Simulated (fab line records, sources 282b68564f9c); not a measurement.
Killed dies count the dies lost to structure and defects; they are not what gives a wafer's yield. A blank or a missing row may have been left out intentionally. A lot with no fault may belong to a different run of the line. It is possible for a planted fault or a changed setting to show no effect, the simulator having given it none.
fab line records	flow rit_cmos
record: lots: 7	wafers: 21	last_day: 8
route steps=202 shown SPACER@127 NSD@131 PSD@142 SDANNEAL@153 PLDD@159 M1@202
lots with no fault: from the same line, run without faults
start_h: hours from the record's first day to the start of the lot's first wafer shown	wait_h: hours elapsed since this lot's preceding step	" identical to the entry in the row above	L1.1+2: one row covering several wafers at once	- no value, or no start was given	* or withheld: withheld	< > ~ a bound
route shown NAME@n: a module of which the file shows steps, and the number in the route of the first	usual: the fault-free wafers' mean and standard deviation	same: alike in all rows	chamber/n: place in a boat	sites: each site's reading	_std_site: how widely they spread, as a standard deviation	_edge_site: mean of outer sites minus mean of inner sites	radius_mm: for every site, how far away it sits from the centre of the wafer	mask NAME#n: copy n	behind: the last tool/chamber to shape the wafer	hold: why the lot went on hold/how many hours it stayed there/how the hold came to an end	device: names the non-switching transistor (n, p or np)	end of line: at the end of the route, the tests of the same wafers	a step without rows: its recipe alone	killed: dies that structure and defects cost at the first sort, which is not the same as the wafer's yield	map: per-die view of a wafer (x killed, . not killed, _ where there is no die)
set.NAME: setting as actually run; set.NAME@STEP: the setting as run at that earlier step	model.NAME: the simulator's own value behind a step, which no gauge read
a table for each step, a row for each wafer; lots at some steps of the route
services: when a tool's chamber went out of use (start_h, in hours from the record's first day, below 0 if earlier), for how many hours, and the reason
== steps ==
step: RIT_SPACER_CLEAN_02
recipe: chemistry: SC2	mix: 3:3:50	time_s: 600	temp_c: 75	dry: n2_spin
step: RIT_SPACER_CVD_03
recipe: material: Si3N4	target_thk_nm: 250	temp_c: 810	precursor: SiH2Cl2/NH3	time_s: 3300	pressure_mtorr: 300	sih2cl2_flow_sccm: 60	nh3_flow_sccm: 150
step: RIT_SPACER_THK_MEAS_04
recipe: reads: Si3N4_of_SPACER_CVD_03
usual: SPACER_NITRIDE_THK: 250.0/2.6
lot.wafer	tool	chamber	start_h	wait_h	SPACER_NITRIDE_THK[nm]
L818.1	film_metro-01	-	48.55	0.0	250.6
L818.2	"	-	"	"	253.0
L818.6	"	-	"	"	251.5
L822.1	film_metro-04	-	71.78	0.0	250.6
L822.5	"	-	"	"	249.2
L822.6	"	-	"	"	249.3
L828.1	film_metro-03	-	101.36	0.0	246.5
L828.3	"	-	"	"	248.2
L828.4	"	-	"	"	248.8
L829.3	film_metro-03	-	103.00	0.0	252.7
L829.4	"	-	"	"	250.5
L829.5	"	-	"	"	249.8
L832.2	film_metro-03	-	117.60	0.0	242.7
L832.3	"	-	"	"	245.8
L832.5	"	-	"	"	243.6
L834.3	film_metro-01	-	128.45	0.0	246.5
L834.5	"	-	"	"	245.9
L834.6	"	-	"	"	245.9
L841.2	film_metro-03	-	170.85	0.0	250.2
L841.5	"	-	"	"	251.2
L841.6	"	-	"	"	252.5
step: RIT_SPACER_ETCHBACK_05
recipe: target_depth_a: 2500	SF6_flow_sccm: 30	CHF3_flow_sccm: 30	target: Si3N4	chemistry: SF6/CHF3	pressure_mtorr: 40	rf_w: 241.6	time_s: 240	stop_on: SiO2
usual: drypump_motor_current_A: 5.5/0.53	oes_product_au: 0.840/0.017	throttle_valve_pct: 10.26/0.14
lot.wafer	tool	chamber	start_h	wait_h	drypump_motor_current_A	oes_product_au	rf_hours_counter_h	throttle_valve_pct
L818.1	rie_diel-01	2	48.61	0.1	5.2	0.844	139	10.29
L818.2	"	3	"	"	6.3	0.843	4	10.11
L818.6	"	0	"	"	4.9	0.838	-	10.36
L822.1	rie_diel-04	2	71.84	0.1	6.2	0.835	154	10.39
L822.5	"	3	"	"	4.8	0.815	-	10.45
L822.6	"	0	"	"	5.9	0.836	-	10.22
L828.1	rie_diel-02	2	101.42	0.1	4.6	0.848	136	10.47
L828.3	"	1	"	"	5.9	0.856	80	10.33
L828.4	"	0	"	"	5.6	0.829	146	10.06
L829.3	rie_diel-01	0	103.04	0.0	4.8	0.834	32	10.34
L829.4	"	2	"	"	5.2	0.849	140	10.31
L829.5	"	3	"	"	6.4	0.832	-	10.10
L832.2	rie_diel-01	2	117.65	0.0	5.2	0.831	141	10.30
L832.3	"	0	"	"	4.9	0.819	32	10.35
L832.5	"	2	"	"	5.2	0.838	-	10.31
L834.3	rie_diel-02	1	128.49	0.0	5.9	0.850	80	10.33
L834.5	"	3	"	"	5.5	0.822	-	10.21
L834.6	"	2	"	"	4.7	0.850	-	10.48
L841.2	rie_diel-04	3	170.90	0.0	4.8	0.813	73	10.46
L841.5	"	2	"	"	6.2	0.856	-	10.38
L841.6	"	1	"	"	5.7	0.834	-	10.16
step: RIT_NSD_HMDS_00
recipe: prime_time_s: 60	prime_temp_c: 140
step: RIT_NSD_COAT_01
recipe: resist: NOVOLAK	spin_rpm: 3250	resist_thk_nm: 1000
step: RIT_NSD_SOFTBAKE_02
recipe: resist: NOVOLAK	temp_c: 90	time_s: 60
step: RIT_NSD_EXPOSE_03
recipe: mask_id: M9	na: 0.57	target_cd_nm: 40700	dose_mj: 250
step: RIT_NSD_PEB_04
recipe: resist: NOVOLAK	temp_c: withheld	time_s: withheld
step: RIT_NSD_DEVELOP_05
recipe: resist: NOVOLAK	develop_time_s: 50	dev_temp_c: 23
step: RIT_NSD_OVL_MEAS_06
usual: NSD_OVL: 0.2/1.3
lot.wafer	tool	chamber	start_h	wait_h	NSD_OVL[nm]
L818.1	overlay-01	-	49.61	-	0.2
L818.2	"	-	"	"	-0.4
L818.6	"	-	"	"	1.0
L822.1	overlay-01	-	72.84	-	3.3
L822.5	"	-	"	"	1.9
L822.6	"	-	"	"	2.4
L828.1	overlay-01	-	102.42	-	-0.5
L828.3	"	-	"	"	-2.7
L828.4	"	-	"	"	-1.2
L829.3	overlay-01	-	104.27	-	-0.3
L829.4	"	-	"	"	-1.5
L829.5	"	-	"	"	0.3
L832.2	overlay-02	-	118.78	-	-1.1
L832.3	"	-	"	"	-0.1
L832.5	"	-	"	"	0.5
L834.3	overlay-02	-	129.63	-	1.2
L834.5	"	-	"	"	-0.4
L834.6	"	-	"	"	0.8
L841.2	overlay-02	-	172.03	-	2.0
L841.5	"	-	"	"	0.6
L841.6	"	-	"	"	1.4
step: RIT_NSD_HARDBAKE_07
recipe: resist: NOVOLAK	temp_c: 140	time_s: 60
step: RIT_NSD_IMPLANT_08
recipe: species: P	energy_kev: 25	dose_cm2: 1e+15	tilt_deg: 7
usual: dose_ions_cm2: 9.998e+14/1e+12	faraday_current_uA: 3131/59
lot.wafer	tool	chamber	start_h	wait_h	dose_ions_cm2	faraday_current_uA
L818.1	implanter-03	0	49.79	0.1	9.997e+14	3116
L818.2	"	0	"	"	1.0014e+15	3093
L818.6	"	0	"	"	9.99e+14	3195
L822.1	implanter-03	0	73.03	0.1	1.0007e+15	3168
L822.5	"	0	"	"	1.0014e+15	3063
L822.6	"	0	"	"	1.0001e+15	3088
L828.1	implanter-04	0	102.61	0.1	9.996e+14	3197
L828.3	"	0	"	"	9.992e+14	3083
L828.4	"	0	"	"	1e+15	3180
L829.3	implanter-03	0	104.49	0.1	1.1343e+15	3584
L829.4	"	0	"	"	1.1343e+15	3591
L829.5	"	0	"	"	1.1339e+15	3490
L832.2	implanter-03	0	118.98	0.1	1.1342e+15	3658
L832.3	"	0	"	"	1.1349e+15	3502
L832.5	"	0	"	"	1.1351e+15	3650
L834.3	implanter-03	0	129.85	0.1	1.1352e+15	3598
L834.5	"	0	"	"	1.1367e+15	3560
L834.6	"	0	"	"	1.135e+15	3605
L841.2	implanter-04	0	172.24	0.1	9.98e+14	3096
L841.5	"	0	"	"	9.998e+14	3135
L841.6	"	0	"	"	1.0028e+15	3143
step: RIT_NSD_STRIP_09
recipe: chemistry: O2	time_s: 180	resist: NOVOLAK	platen_temp_c: withheld	power_w: 500	pressure_mtorr: 4000	o2_flow_sccm: 4000
usual: drypump_motor_current_A: 6.0/0.55
lot.wafer	tool	chamber	start_h	wait_h	drypump_motor_current_A	rf_hours_counter_h
L818.1	plasma_asher-03	1	49.94	0.1	6.5	42
L818.2	"	0	"	"	6.2	42
L818.6	"	0	"	"	6.2	-
L822.1	plasma_asher-04	0	73.18	0.1	6.3	29
L822.5	"	1	"	"	5.3	-
L822.6	"	0	"	"	6.3	-
L828.1	plasma_asher-03	1	102.76	0.1	6.6	46
L828.3	"	0	"	"	6.2	-
L828.4	"	1	"	"	6.6	-
L829.3	plasma_asher-02	0	104.65	0.1	5.9	-
L829.4	"	1	"	"	4.8	-
L829.5	"	0	"	"	5.9	-
L832.2	plasma_asher-04	0	119.11	0.1	6.3	34
L832.3	"	0	"	"	6.3	-
L832.5	"	0	"	"	6.3	-
L834.3	plasma_asher-02	0	130.01	0.1	5.9	-
L834.5	"	0	"	"	5.9	-
L834.6	"	1	"	"	4.8	-
L841.2	plasma_asher-03	1	172.36	0.1	6.5	54
L841.5	"	1	"	"	6.5	-
L841.6	"	0	"	"	6.2	-
step: RIT_NSD_TW_MEAS_10
usual: NSD_TW: 3127/26
lot.wafer	tool	chamber	start_h	wait_h	NSD_TW
L818.1	film_metro-02	-	50.12	0.1	3137
L818.2	"	-	"	"	3153
L818.6	"	-	"	"	3171
L822.1	film_metro-02	-	73.35	0.1	3139
L822.5	"	-	"	"	3147
L822.6	"	-	"	"	3152
L828.1	film_metro-01	-	102.94	0.1	3125
L828.3	"	-	"	"	3134
L828.4	"	-	"	"	3126
L829.3	film_metro-02	-	104.79	0.1	3253
L829.4	"	-	"	"	3232
L829.5	"	-	"	"	3250
L832.2	film_metro-04	-	119.29	0.1	3180
L832.3	"	-	"	"	3194
L832.5	"	-	"	"	3181
L834.3	film_metro-02	-	130.15	0.1	3242
L834.5	"	-	"	"	3232
L834.6	"	-	"	"	3217
L841.2	film_metro-02	-	172.55	0.1	3137
L841.5	"	-	"	"	3145
L841.6	"	-	"	"	3151
step: RIT_PSD_HMDS_00
recipe: prime_time_s: 60	prime_temp_c: 140
step: RIT_PSD_COAT_01
recipe: resist: NOVOLAK	spin_rpm: 3250	resist_thk_nm: 1000
step: RIT_PSD_SOFTBAKE_02
recipe: resist: NOVOLAK	temp_c: 90	time_s: 60
step: RIT_PSD_EXPOSE_03
recipe: mask_id: M10	na: 0.57	target_cd_nm: 40900	dose_mj: 250
step: RIT_PSD_PEB_04
recipe: resist: NOVOLAK	temp_c: withheld	time_s: withheld
step: RIT_PSD_DEVELOP_05
recipe: resist: NOVOLAK	develop_time_s: 50	dev_temp_c: 23
step: RIT_PSD_OVL_MEAS_06
usual: PSD_OVL: -0.2/1.4
lot.wafer	tool	chamber	start_h	wait_h	PSD_OVL[nm]
L818.1	overlay-01	-	51.12	-	3.4
L818.2	"	-	"	"	2.5
L818.6	"	-	"	"	1.1
L822.1	overlay-01	-	74.39	-	0.6
L822.5	"	-	"	"	0.5
L822.6	"	-	"	"	-0.7
L828.1	overlay-02	-	103.85	-	-0.8
L828.3	"	-	"	"	-1.1
L828.4	"	-	"	"	-0.5
L829.3	overlay-02	-	105.89	-	-2.5
L829.4	"	-	"	"	-1.5
L829.5	"	-	"	"	-1.5
L832.2	overlay-01	-	120.20	-	-1.8
L832.3	"	-	"	"	-4.0
L832.5	"	-	"	"	-2.9
L834.3	overlay-01	-	131.05	-	-1.4
L834.5	"	-	"	"	-1.5
L834.6	"	-	"	"	-2.5
L841.2	overlay-02	-	173.45	-	-2.0
L841.5	"	-	"	"	-1.7
L841.6	"	-	"	"	-1.9
step: RIT_PSD_HARDBAKE_07
recipe: resist: NOVOLAK	temp_c: 140	time_s: 60
step: RIT_PSD_IMPLANT_08
recipe: species: BF2	energy_kev: 27.49	dose_cm2: 5e+15	tilt_deg: 7
step: RIT_PSD_STRIP_09
recipe: chemistry: O2	time_s: 180	resist: NOVOLAK	platen_temp_c: withheld	power_w: 500	pressure_mtorr: 4000	o2_flow_sccm: 4000
usual: drypump_motor_current_A: 6.0/0.5
lot.wafer	tool	chamber	start_h	wait_h	drypump_motor_current_A	rf_hours_counter_h
L818.1	plasma_asher-01	0	51.45	0.1	5.5	43
L818.2	"	1	"	"	6.5	43
L818.6	"	1	"	"	6.5	-
L822.1	plasma_asher-04	1	74.72	0.1	5.3	29
L822.5	"	0	"	"	6.3	-
L822.6	"	1	"	"	5.3	-
L828.1	plasma_asher-03	1	104.18	0.1	6.6	47
L828.3	"	0	"	"	6.2	-
L828.4	"	1	"	"	6.6	-
L829.3	plasma_asher-03	0	106.27	0.1	6.2	-
L829.4	"	1	"	"	6.5	-
L829.5	"	1	"	"	6.5	-
L832.2	plasma_asher-01	0	120.53	0.1	5.5	51
L832.3	"	1	"	"	6.5	-
L832.5	"	0	"	"	5.5	-
L834.3	plasma_asher-01	1	131.43	0.1	6.5	-
L834.5	"	0	"	"	5.6	-
L834.6	"	1	"	"	6.5	-
L841.2	plasma_asher-04	1	173.78	0.1	5.3	39
L841.5	"	0	"	"	6.3	-
L841.6	"	1	"	"	5.3	-
step: RIT_PSD_TW_MEAS_10
usual: PSD_TW: 3443/29
lot.wafer	tool	chamber	start_h	wait_h	PSD_TW
L818.1	film_metro-04	-	51.63	0.1	3428
L818.2	"	-	"	"	3412
L818.6	"	-	"	"	3398
L822.1	film_metro-04	-	74.90	0.1	3417
L822.5	"	-	"	"	3414
L822.6	"	-	"	"	3412
L828.1	film_metro-04	-	104.36	0.1	3430
L828.3	"	-	"	"	3424
L828.4	"	-	"	"	3418
L829.3	film_metro-04	-	106.41	0.1	3430
L829.4	"	-	"	"	3438
L829.5	"	-	"	"	3412
L832.2	film_metro-04	-	120.72	0.1	3423
L832.3	"	-	"	"	3422
L832.5	"	-	"	"	3417
L834.3	film_metro-01	-	131.57	0.1	3435
L834.5	"	-	"	"	3458
L834.6	"	-	"	"	3438
L841.2	film_metro-02	-	173.97	0.1	3452
L841.5	"	-	"	"	3469
L841.6	"	-	"	"	3455
step: RIT_SDANNEAL_CLEAN_00
recipe: chemistry: SC1	mix: 3:3:50	time_s: 600	temp_c: 75
step: RIT_SDANNEAL_CLEAN_01
recipe: chemistry: dHF	dilution: 50:1	time_s: 30
step: RIT_SDANNEAL_CLEAN_02
recipe: chemistry: SC2	mix: 3:3:50	time_s: 600	temp_c: 75	dry: n2_spin
step: RIT_SDANNEAL_RTA_03
recipe: temp_c: 1050	time_s: 5	idle_temp_c: 600	ramp_up_c_per_s: 342	ramp_down_c_per_s: 171	cool_to_c: 600	ambient: N2
usual: ramp_up_c_per_s: 342.00/0.066	wafer_temp_C_max: 1053.5/1.1
lot.wafer	tool	chamber	start_h	wait_h	ramp_up_c_per_s	wafer_temp_C_max
L818.1	rtp_anneal-02	0	52.05	0.0	342.05	1054.7
L818.2	"	0	"	"	341.97	1052.4
L818.6	"	0	"	"	341.98	1052.4
L822.1	rtp_anneal-02	0	75.33	0.0	342.01	1054.4
L822.5	"	0	"	"	341.97	1052.4
L822.6	"	0	"	"	341.91	1055.0
L828.1	rtp_anneal-02	0	104.80	0.0	342.02	1053.1
L828.3	"	0	"	"	341.93	1055.2
L828.4	"	0	"	"	342.06	1052.9
L829.3	rtp_anneal-01	0	106.84	0.0	341.93	1052.9
L829.4	"	0	"	"	341.97	1052.1
L829.5	"	0	"	"	342.03	1053.0
L832.2	rtp_anneal-02	0	121.14	0.0	341.95	1053.5
L832.3	"	0	"	"	342.03	1054.0
L832.5	"	0	"	"	341.98	1054.8
L834.3	rtp_anneal-02	0	132.00	0.0	341.98	1054.0
L834.5	"	0	"	"	342.04	1052.5
L834.6	"	0	"	"	342.09	1054.1
L841.2	rtp_anneal-01	0	174.39	0.0	342.05	1052.8
L841.5	"	0	"	"	342.07	1052.1
L841.6	"	0	"	"	341.97	1052.0
step: RIT_SDANNEAL_RS_MEAS_04
recipe: thk_meas_gauge: four-point-probe
usual: PSD_RS: 114.9/0.3
lot.wafer	tool	chamber	start_h	wait_h	PSD_RS[ohm/sq]
L818.1	film_metro-01	-	52.11	0.0	115.1
L818.2	"	-	"	"	115.1
L818.6	"	-	"	"	115.0
L822.1	film_metro-04	-	75.38	0.0	115.1
L822.5	"	-	"	"	114.8
L822.6	"	-	"	"	115.3
L828.1	film_metro-04	-	104.86	0.0	114.9
L828.3	"	-	"	"	114.8
L828.4	"	-	"	"	114.8
L829.3	film_metro-01	-	106.91	0.1	114.3
L829.4	"	-	"	"	114.8
L829.5	"	-	"	"	114.5
L832.2	film_metro-04	-	121.21	0.1	115.1
L832.3	"	-	"	"	114.8
L832.5	"	-	"	"	114.8
L834.3	film_metro-04	-	132.08	0.1	115.0
L834.5	"	-	"	"	115.4
L834.6	"	-	"	"	115.3
L841.2	film_metro-04	-	174.46	0.1	115.4
L841.5	"	-	"	"	115.1
L841.6	"	-	"	"	115.4
step: RIT_SDANNEAL_RS_MEAS_05
recipe: thk_meas_gauge: four-point-probe
usual: NSD_RS: 84.41/0.28
lot.wafer	tool	chamber	start_h	wait_h	NSD_RS[ohm/sq]
L818.1	film_metro-01	-	52.23	0.1	84.46
L818.2	"	-	"	"	84.23
L818.6	"	-	"	"	84.41
L822.1	film_metro-04	-	75.50	0.1	84.64
L822.5	"	-	"	"	84.29
L822.6	"	-	"	"	84.32
L828.1	film_metro-04	-	104.98	0.1	84.44
L828.3	"	-	"	"	84.42
L828.4	"	-	"	"	84.64
L829.3	film_metro-01	-	107.03	0.1	76.41
L829.4	"	-	"	"	76.40
L829.5	"	-	"	"	76.37
L832.2	film_metro-04	-	121.33	0.1	76.26
L832.3	"	-	"	"	76.14
L832.5	"	-	"	"	76.39
L834.3	film_metro-04	-	132.20	0.1	76.48
L834.5	"	-	"	"	76.38
L834.6	"	-	"	"	76.42
L841.2	film_metro-04	-	174.58	0.1	84.83
L841.5	"	-	"	"	84.55
L841.6	"	-	"	"	85.02
step: RIT_SDANNEAL_RS_MEAS_06
recipe: thk_meas_gauge: four-point-probe
usual: PLDD_RS: 178.8/0.48
lot.wafer	tool	chamber	start_h	wait_h	PLDD_RS[ohm/sq]
L818.1	film_metro-01	-	52.35	0.1	179.8
L818.2	"	-	"	"	179.8
L818.6	"	-	"	"	179.7
L822.1	film_metro-04	-	75.62	0.1	179.3
L822.5	"	-	"	"	179.2
L822.6	"	-	"	"	179.8
L828.1	film_metro-04	-	105.10	0.1	178.5
L828.3	"	-	"	"	178.0
L828.4	"	-	"	"	178.2
L829.3	film_metro-01	-	107.15	0.1	178.9
L829.4	"	-	"	"	178.5
L829.5	"	-	"	"	178.7
L832.2	film_metro-04	-	121.45	0.1	179.2
L832.3	"	-	"	"	179.0
L832.5	"	-	"	"	179.2
L834.3	film_metro-04	-	132.32	0.1	178.5
L834.5	"	-	"	"	178.6
L834.6	"	-	"	"	178.9
L841.2	film_metro-04	-	174.70	0.1	178.6
L841.5	"	-	"	"	179.3
L841.6	"	-	"	"	179.2
step: RIT_M1_PROBE_99
usual: killed_at_contacts: 0.1/0.3	killed_at_front_end: 7/3.4	killed_dies: 7/3.4	killed_open: 3.6/2.1	killed_short: 3.5/2.1
same: gross_dies: 264	killed_at_M0_to_M3: 0	killed_at_M4_up: 0	killed_at_back_side: 0	killed_at_other: 0
lot.wafer	tool	chamber	start_h	wait_h	killed_at_contacts	killed_at_front_end	killed_dies	killed_open	killed_short	model.etest.contact_nplus.end_ohm_um	model.etest.nmos_0p15.tox_inv_nm
L818.1	prober-01	-	59.47	0.1	0	7	7	5	2	42.99	4.576
L818.2	prober-01	-	59.52	0.1	0	5	5	3	2	42.13	4.559
L818.6	prober-01	-	59.72	0.2	0	3	3	0	3	43.35	4.56
L822.1	prober-01	-	82.99	0.1	0	9	9	3	6	44.25	4.473
L822.5	prober-01	-	83.19	0.2	0	4	4	2	2	42.04	4.443
L822.6	prober-01	-	83.24	0.2	0	8	8	1	7	43.58	4.415
L828.1	prober-01	-	112.09	0.1	0	6	6	3	3	43.64	4.495
L828.3	prober-01	-	112.19	0.2	0	7	7	5	2	43.46	4.42
L828.4	prober-01	-	112.24	0.2	1	9	10	5	5	43.08	4.418
L829.3	prober-02	-	118.83	0.2	0	13	13	6	7	34.91	4.412
L829.4	prober-02	-	118.88	0.2	0	4	4	3	1	34.92	4.422
L829.5	prober-02	-	118.93	0.2	0	9	9	7	2	34.29	4.458
L832.2	prober-01	-	128.92	0.1	0	7	7	3	4	37.07	4.283
L832.3	prober-01	-	128.97	0.2	0	10	10	5	5	36.74	4.274
L832.5	prober-01	-	129.07	0.2	0	7	7	4	3	36.71	4.291
L834.3	prober-01	-	139.84	0.2	0	9	9	4	5	38.12	4.327
L834.5	prober-01	-	139.94	0.2	0	5	5	3	2	36.97	4.31
L834.6	prober-01	-	139.99	0.2	0	5	5	0	5	37.78	4.285
L841.2	prober-01	-	182.00	0.1	0	9	9	4	5	44.04	4.365
L841.5	prober-01	-	182.15	0.2	0	6	6	2	4	42.45	4.431
L841.6	prober-01	-	182.20	0.2	0	7	7	5	2	43.17	4.346
killed by level:class
L818.1 SPACER:geometric_particle:open=3 SPACER:geometric_particle:short=2 GATE:geometric_particle:open=1 SILICIDE:geometric_particle:open=1
L818.2 GATE:geometric_particle:open=2 GATE:geometric_particle:short=1 REOX:geometric_particle:short=1 SPACER:geometric_particle:open=1
L818.6 GATE:geometric_particle:short=1 SPACER:geometric_particle:short=1 SILICIDE:geometric_particle:short=1
L822.1 REOX:geometric_particle:short=4 FOX1:geometric_particle:short=1 FOX2:geometric_particle:open=1 GATE:geometric_particle:open=1 GATE:geometric_particle:short=1 SPACER:geometric_particle:open=1
L822.5 GATE:geometric_particle:short=2 REOX:geometric_particle:open=1 SPACER:geometric_particle:open=1
L822.6 FOX1:geometric_particle:short=3 GATE:geometric_particle:short=2 GATE:geometric_particle:open=1 REOX:geometric_particle:short=1 SPACER:geometric_particle:short=1
L828.1 GATE:geometric_particle:open=2 SPACER:geometric_particle:short=2 GATE:geometric_particle:short=1 SPACER:geometric_particle:open=1
L828.3 GATE:geometric_particle:open=3 FOX1:geometric_particle:short=1 REOX:geometric_particle:open=1 REOX:geometric_particle:short=1 SILICIDE:geometric_particle:open=1
L828.4 GATE:geometric_particle:short=2 REOX:geometric_particle:open=2 SPACER:geometric_particle:open=2 FOX1:geometric_particle:short=1 SPACER:geometric_particle:short=1 SILICIDE:geometric_particle:short=1 CONTACT:geometric_particle:open=1
L829.3 GATE:geometric_particle:open=4 GATE:geometric_particle:short=4 FOX1:geometric_particle:open=2 FOX1:geometric_particle:short=1 SPACER:geometric_particle:short=1 SILICIDE:geometric_particle:short=1
L829.4 FOX1:geometric_particle:open=2 FOX1:geometric_particle:short=1 GATE:geometric_particle:open=1
L829.5 GATE:geometric_particle:open=4 GATE:geometric_particle:short=2 SILICIDE:geometric_particle:open=2 FOX2:geometric_particle:open=1
L832.2 GATE:geometric_particle:open=2 REOX:geometric_particle:short=2 FOX2:geometric_particle:open=1 GATE:geometric_particle:short=1 SILICIDE:geometric_particle:short=1
L832.3 GATE:geometric_particle:short=3 GATE:geometric_particle:open=2 REOX:geometric_particle:open=2 REOX:geometric_particle:short=1 SPACER:geometric_particle:short=1 SILICIDE:geometric_particle:open=1
L832.5 FOX1:geometric_particle:open=2 GATE:geometric_particle:short=2 SPACER:geometric_particle:short=1 SPACER:geometric_particle:open=1 SILICIDE:geometric_particle:open=1
L834.3 GATE:geometric_particle:open=3 GATE:geometric_particle:short=2 REOX:geometric_particle:short=2 SPACER:geometric_particle:short=1 SILICIDE:geometric_particle:open=1
L834.5 SPACER:geometric_particle:open=2 FOX1:geometric_particle:open=1 SPACER:geometric_particle:short=1 SILICIDE:geometric_particle:short=1
L834.6 FOX2:geometric_particle:short=2 REOX:geometric_particle:short=2 GATE:geometric_particle:short=1
L841.2 FOX1:geometric_particle:short=3 GATE:geometric_particle:open=2 FOX1:geometric_particle:open=1 GATE:geometric_particle:short=1 SPACER:geometric_particle:short=1 SILICIDE:geometric_particle:open=1
L841.5 SILICIDE:geometric_particle:short=2 FOX1:geometric_particle:open=1 FOX2:geometric_particle:short=1 GATE:geometric_particle:short=1 REOX:geometric_particle:open=1
L841.6 FOX1:geometric_particle:open=1 FOX1:geometric_particle:short=1 FOX2:geometric_particle:short=1 GATE:geometric_particle:open=1 REOX:geometric_particle:open=1 SPACER:geometric_particle:open=1 SILICIDE:geometric_particle:open=1
== services ==
tool	chamber	start_h	hours	kind
plasma_asher-04	-	28.31	5.7	repair
rie_diel-02	-	40.62	2.8	pm
rie_diel-04	1	59.89	7.6	repair
rie_diel-02	3	65.81	5.9	repair
rie_diel-04	-	66.83	0.9	repair
implanter-04	-	67.03	1.3	repair
implanter-03	-	68.15	4.5	pm
implanter-04	-	70.10	26.7	repair
plasma_asher-03	-	70.37	1.0	repair
plasma_asher-02	-	77.49	2.8	pm
implanter-04	-	78.60	1.4	repair
implanter-04	-	80.04	4.7	repair
plasma_asher-03	-	93.07	7.8	repair
implanter-03	-	105.88	2.0	repair
plasma_asher-02	-	108.75	9.0	pm
plasma_asher-02	0	108.75	9.0	vent_cycle
plasma_asher-02	1	108.75	9.0	vent_cycle
rie_diel-01	1	127.12	10.1	repair
rie_diel-01	1	137.20	-	clean
rie_diel-01	1	137.20	23.5	scheduled_down
rie_diel-01	1	137.20	23.5	vent_cycle
plasma_asher-01	-	141.93	2.8	pm
plasma_asher-02	-	143.74	0.5	repair
rie_diel-04	3	145.48	5.7	repair
== key ==
first_sign: step: RIT_NSD_IMPLANT_08	reading: dose_ions_cm2	direction: up	sigmas: 99+	usual: 9.998e+14	struck: 1.1348e+15
effect: step: RIT_NSD_IMPLANT_08	reading: faraday_current_uA	direction: up	sigmas: 7.6	usual: 3131	struck: 3582
effect: step: RIT_NSD_TW_MEAS_10	reading: NSD_TW	direction: up	sigmas: 3.6	usual: 3127	struck: 3220
effect: step: RIT_SDANNEAL_RS_MEAS_05	reading: NSD_RS	direction: down	sigmas: 29	usual: 84.41	struck: 76.36
model_effect: step: RIT_M1_PROBE_99	value: etest.contact_nplus.end_ohm_um	without: 43.26	struck: 36.39
met_at RIT_NSD_IMPLANT_08
struck_wafers L829.3,L829.4,L829.5,L832.2,L832.3,L832.5,L834.3,L834.5,L834.6
tester_left_out L829,L832,L834
onset_between 73.03 104.49
fault: kind: process_parameter_drift	tool: implanter-03	chamber: -	onset_h: 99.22	steps: RIT_NSD_IMPLANT_08	channel: dose_cm2	offset: 1.3547e+14	shape: step	end_h: 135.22	acts_in: these_recipes_only	stated: 1e+15
tester_left_out: of these lots the tester's yield and bins aren't shown, on N5 and GAA mostly nor the transistor test; their killed dies are dies lost to structure and defects alone, not to doping, threshold or leakage, so they don't give the yield
